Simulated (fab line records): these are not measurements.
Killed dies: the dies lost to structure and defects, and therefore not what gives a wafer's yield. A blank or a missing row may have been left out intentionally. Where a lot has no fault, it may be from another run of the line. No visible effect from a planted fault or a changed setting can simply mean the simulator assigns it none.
Comparing a struck lot with a sound one    flow berkeley_cmos170    15 steps out of a route of 331
Sound: these wafers, L480.1, L480.2, L480.5. The struck wafers were L482.3, L482.5. The cause comes at the end.
Order at every step that has rows: each side's tool, ch and its chambers, its first start. Under that, the readings that differ: sound wafers    struck wafers    difference of the means    sigmas: that difference in standard deviations of wafers without a fault.
alike: readings with means less than 2 such deviations apart, plus words and numbers identical on both sides. not compared: withheld readings, readings lacking a value on some wafer, bounds such as >300 that could conceal the same value, and numbers that have no deviation in the record and whose values overlap.
A row with sigmas, a row that says differs or no value, or rows on one side alone: a step with any of these is where the two part. Numbers that have no deviation but don't overlap get no sigmas and don't part them. A reading missing from all wafers of one side parts the sides only when that side holds two or more wafers.

UCB170_V2_CMP_02: polishes SiO2.
  sound on cmp-02 ch 0,1,2, day 9 02:16; struck on cmp-01 ch 1,2, day 9 09:25
  alike: motor_current_A, slurry_flow_ml_min
UCB170_V2_BOW_MEAS_03:
  sound: film_metro-02 at day 9 02:31; struck: film_metro-03 at day 9 09:43
  alike: V2_BOW
UCB170_V2_THK_MEAS_04:
  sound: film_metro-02 at day 9 02:38; struck: film_metro-03 at day 9 09:49
  alike: V2_POLISHED_THK
then, 7 steps without rows for these wafers: UCB170_V2_CLEAN_05 (cleans in DIW); UCB170_V2_HMDS_06 (prime time 60 s); UCB170_V2_COAT_07 (resist thk 900 nm); UCB170_V2_SOFTBAKE_08 (time 60 s); UCB170_V2_EXPOSE_09 (exposes mask VIA2, target cd 700 nm); UCB170_V2_PEB_10; UCB170_V2_DEVELOP_11 (develop time 45 s).
UCB170_V2_CD_MEAS_12: the cd target is 700 nm.
  sound: cd_sem-01 at day 9 04:46; struck: cd_sem-02 at day 9 11:11
  alike: cd_nm
UCB170_V2_OVL_MEAS_13:
  sound: overlay-01 at day 9 04:53; struck: overlay-01 at day 9 11:16
  alike: V2_OVL
UCB170_V2_ETCH_14: etches SiO2 in CHF3/CF4/Ar, stops on Al, target depth 1250 nm, time 291 s.
  sound on rie_diel-01 ch 2,3, day 9 04:56; struck on rie_diel-02 ch 1,2, day 9 11:18
  no value came back on the struck wafers for any of 7 readings (CHF3_flow_sccm (sccm), cf4_flow_sccm (sccm) and others); on the sound wafers CHF3_flow_sccm (sccm) reads 44.79 45.12 44.89
reading                              sound              struck       difference  sigmas
model.KrF_of_V2_COAT_07.thk_nm (nm)  618.4 619.4 619.9  887.6 887.7  +268.4      
  not compared: rf_hours_counter_h
UCB170_V2_STRIP_15: strips in O2.
  sound on plasma_asher-01 ch 0,1, day 9 05:07; struck on plasma_asher-02 ch 1, day 9 11:31
reading                       sound              struck       difference  sigmas
drypump_motor_current_A (A)   5.2 5.1 5.1        6.1 6.1      +1.0        +2
oes_product_au (a.u.)         0.717 0.727 0.717  0.732 0.730  +0.011      +2
strip_time_to_endpoint_s (s)  15.52 15.54 15.55  21.66 21.68  +6.13       +41
  not compared: rf_hours_counter_h
UCB170_V2_CD_MEAS_90: the cd target is 700 nm.
  sound: cd_sem-02 at day 9 05:13; struck: cd_sem-02 at day 9 11:37
reading     sound              struck  difference                     sigmas
cd_nm (nm)  701.3 701.4 700.4  - -     no value on the struck wafers  

WHERE THEY PART
Last at UCB170_V2_CD_MEAS_90 as far as this record goes, first at UCB170_V2_ETCH_14.

WHY: what had been put in by the simulator
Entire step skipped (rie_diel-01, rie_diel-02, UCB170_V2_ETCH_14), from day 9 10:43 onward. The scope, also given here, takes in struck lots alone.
